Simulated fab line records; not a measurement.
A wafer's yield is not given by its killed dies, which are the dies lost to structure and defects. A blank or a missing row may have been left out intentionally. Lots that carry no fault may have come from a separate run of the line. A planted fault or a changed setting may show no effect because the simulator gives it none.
A single fault, viewed from 2 desks -- flow rit cmos -- each desk holds nothing but its own numbers, with what lay behind them at the end

## METROLOGY DESK
Lot by lot, what the gauges showed, no matter which tool ran the lot: averages of those sampled wafers that carry a number. Any lot whose mean is over 4 standard deviations away from the usual mean is out of limits and marked OUT; that distance is given in the brackets.
Columns: A = CONTACT_TEOS_THK at RIT_CONTACT_THK_MEAS_01, usual 401 nm
lot,first seen here,A
L819,day 3 05:11,396
L820,day 3 09:24,405
L821,day 3 16:43,404
L822,day 3 22:51,398
L823,day 4 04:26,400
L825,day 4 14:19,400
L826,day 4 19:19,399
L830,day 5 11:56,407
L831,day 5 18:18,362 (-7.7) OUT
L833,day 6 02:14,401
L834,day 6 06:34,386
L838,day 7 09:34,400
L840,day 7 17:33,396
L842,day 8 07:29,407
This desk reports L831 out of limits; the earliest was L831 at day 5 18:18 (CONTACT_TEOS_THK at RIT_CONTACT_THK_MEAS_01). Within limits: L819, L820, L821, L822, L823, L825, L826, L830, L833, L834, L838, L840, L842.

## TOOL OWNER'S DESK, pecvd-02
The tool's own readings at RIT_CONTACT_CVD_00 (deposits SiO2 from TEOS, target thk 400 nm, time 61 s): means of the sampled wafers that have a number, for each lot that ran on this tool. Any lot whose mean is over 4 standard deviations away from the usual mean is out of limits and marked OUT; that distance is given in the brackets.
Columns: A = heater power w at RIT_CONTACT_CVD_00, usual 350 W
lot,first seen here,A
L819,day 3 05:07,379
L822,day 3 22:47,412
L826,day 4 19:16,405
L831,day 5 18:15,421
L834,day 6 06:30,391
L840,day 7 17:29,345
This desk found nothing out of limits on any of the 6 lots.

## ALL TOGETHER
The metrology desk could have raised an alarm at day 5 18:18, on L831.
Nothing out of limits was seen by the tool owner's desk.
The tool owner's desk has L831 on record, within its limits.
Every lot named ran RIT_CONTACT_CVD_00 on pecvd-02.

## WHAT THE SIMULATOR HAD PUT IN
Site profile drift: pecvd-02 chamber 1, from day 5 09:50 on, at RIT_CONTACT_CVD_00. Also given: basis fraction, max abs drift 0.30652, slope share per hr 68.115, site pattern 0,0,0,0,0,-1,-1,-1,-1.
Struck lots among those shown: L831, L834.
Delay in hours, fault start to first out-of-limits reading, per desk: metrology desk 8.
